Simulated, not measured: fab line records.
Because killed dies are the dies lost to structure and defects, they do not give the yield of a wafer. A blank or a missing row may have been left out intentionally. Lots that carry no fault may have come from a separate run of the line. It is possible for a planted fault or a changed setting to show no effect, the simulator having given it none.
The tool behind it: which one? / flow berkeley-cmos170 / Sampling: 7 lots, 21 wafers, 3 of 331 route steps

WHAT THE GAUGES READ, wafer by wafer
UCB170_V1_BOW_MEAS_03.
lot=L164; measured=day 8 14:11; on=film-metro-02; V1_BOW (um)=9 18 17
lot=L172; measured=day 10 09:04; on=film-metro-04; V1_BOW (um)=33 14 17
lot=L174; measured=day 10 09:24; on=film-metro-02; V1_BOW (um)=7 18 20
lot=L176; measured=day 11 10:55; on=film-metro-03; V1_BOW (um)=26 17 7
lot=L177; measured=day 11 12:15; on=film-metro-04; V1_BOW (um)=12 26 30
lot=L183; measured=day 13 01:23; on=film-metro-02; V1_BOW (um)=28 22 18
lot=L185; measured=day 12 22:41; on=film-metro-03; V1_BOW (um)=28 24 17

WHAT TOOL EACH LOT RAN ON (gives the tool, then ch and the chambers of the sampled wafers, and finally the start)
lot=L164; UCB170_NVT_CLEAN_10=wet-bench-03 ch 2, day 6 12:52; UCB170_CONTACT_RTA_08=rtp-anneal-01 ch 0, day 8 07:19
lot=L172; UCB170_NVT_CLEAN_10=wet-bench-03 ch 0, day 8 05:26; UCB170_CONTACT_RTA_08=rtp-anneal-01 ch 0, day 10 00:32
lot=L174; UCB170_NVT_CLEAN_10=wet-bench-03 ch 3, day 8 13:50; UCB170_CONTACT_RTA_08=rtp-anneal-01 ch 0, day 10 01:00
lot=L176; UCB170_NVT_CLEAN_10=wet-bench-03 ch 0, day 9 11:31; UCB170_CONTACT_RTA_08=rtp-anneal-02 ch 0, day 11 04:49
lot=L177; UCB170_NVT_CLEAN_10=wet-bench-03 ch 0, day 9 11:52; UCB170_CONTACT_RTA_08=rtp-anneal-01 ch 0, day 11 06:04
lot=L183; UCB170_NVT_CLEAN_10=wet-bench-03 ch 3, day 11 05:02; UCB170_CONTACT_RTA_08=rtp-anneal-01 ch 0, day 12 19:07
lot=L185; UCB170_NVT_CLEAN_10=wet-bench-03 ch 0, day 11 05:02; UCB170_CONTACT_RTA_08=rtp-anneal-02 ch 0, day 12 17:09
- UCB170_NVT_CLEAN_10: cleans in SPM, time 600 s.
- UCB170_CONTACT_RTA_08: time 10 s.

THE ANSWER, worked out from the rows above alone
Rule: the usual values come from the lots themselves. The widest of any qualifying gaps counts: lots, ordered by their means at a reading, are off when they make up no more than a third of the lots, leave a main group of 4 or more, and stand apart from it by 3 or more times the standard deviation of that group's means. The tables above print the reading to a certain number of digits; a main group whose means all agree to those digits is not used. A lot without any number at a reading at which 4 lots or more have one is off too. The other lots that the step has rows for count as sound.
No lot is off on any of the readings shown, so nothing can be concluded from this.

WHAT THE SIMULATOR HAD INSERTED
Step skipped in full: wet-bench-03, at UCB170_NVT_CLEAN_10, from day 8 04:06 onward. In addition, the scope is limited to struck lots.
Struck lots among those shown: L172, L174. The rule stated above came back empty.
